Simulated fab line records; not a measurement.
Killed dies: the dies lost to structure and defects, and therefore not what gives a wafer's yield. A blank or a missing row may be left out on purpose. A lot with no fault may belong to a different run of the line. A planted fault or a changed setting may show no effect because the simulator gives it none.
One fault through the eyes of 2 desks + flow berkeley-cmos170 + numbers are kept per desk, each desk with only its own; the story behind them comes last

## AT THE TOOL OWNER'S DESK: litho-track-04
The tool's own readings at UCB170_CONTACT_COAT_04 (resist thk 900 nm): means of the sampled wafers that have a number, for each lot that ran on this tool. Any lot whose mean is over 4 standard deviations away from the usual mean is out of limits and marked OUT; that distance is given in the brackets.
Columns: A = dispense-pressure-kPa at UCB170_CONTACT_COAT_04, usual 51.0 kPa; B = spin-speed-rpm at UCB170_CONTACT_COAT_04, usual 1499.8 rpm
| lot  | first seen here | A    | B      |
|------|-----------------|------|--------|
| L501 | day 7 02:04     | 53.3 | 1500.1 |
| L503 | day 7 10:50     | 53.3 | 1499.7 |
| L511 | day 9 17:26     | 53.3 | 1500.3 |
| L510 | day 9 19:37     | 53.3 | 1500.0 |
| L515 | day 10 10:30    | 53.3 | 1500.6 |
| L517 | day 10 13:53    | 53.3 | 1500.0 |
| L520 | day 11 13:23    | 53.3 | 1499.5 |
Result from this desk: across the 7 lots, nothing is out of limits.

## AT THE METROLOGY DESK
Means of the sampled wafers that have a number, per lot and without regard to the tool the lot ran on: this is what the gauges read. Any lot whose mean is over 4 standard deviations away from the usual mean is out of limits and marked OUT; that distance is given in the brackets.
Columns: A = SPACER_TEOS_THK at UCB170_SPACER_THK_MEAS_01, usual 375 nm
| lot  | first seen here | A   |
|------|-----------------|-----|
| L501 | day 6 12:35     | 370 |
| L503 | day 6 20:54     | 373 |
| L504 | day 7 12:07     | 373 |
| L506 | day 7 19:59     | 378 |
| L508 | day 8 11:48     | 372 |
| L507 | day 8 12:16     | 377 |
| L512 | day 9 04:43     | 377 |
| L511 | day 9 05:05     | 377 |
| L510 | day 9 05:33     | 373 |
| L515 | day 9 19:39     | 372 |
| L517 | day 10 02:29    | 376 |
| L518 | day 10 09:34    | 371 |
| L519 | day 10 22:59    | 374 |
| L520 | day 10 23:11    | 378 |
| L522 | day 11 03:10    | 378 |
Result from this desk: across the 15 lots, nothing is out of limits.

## TAKEN TOGETHER
The tool owner's desk saw nothing out of limits.
Nothing out of limits was seen by the metrology desk.

## WHAT WAS PUT IN BY THE SIMULATOR
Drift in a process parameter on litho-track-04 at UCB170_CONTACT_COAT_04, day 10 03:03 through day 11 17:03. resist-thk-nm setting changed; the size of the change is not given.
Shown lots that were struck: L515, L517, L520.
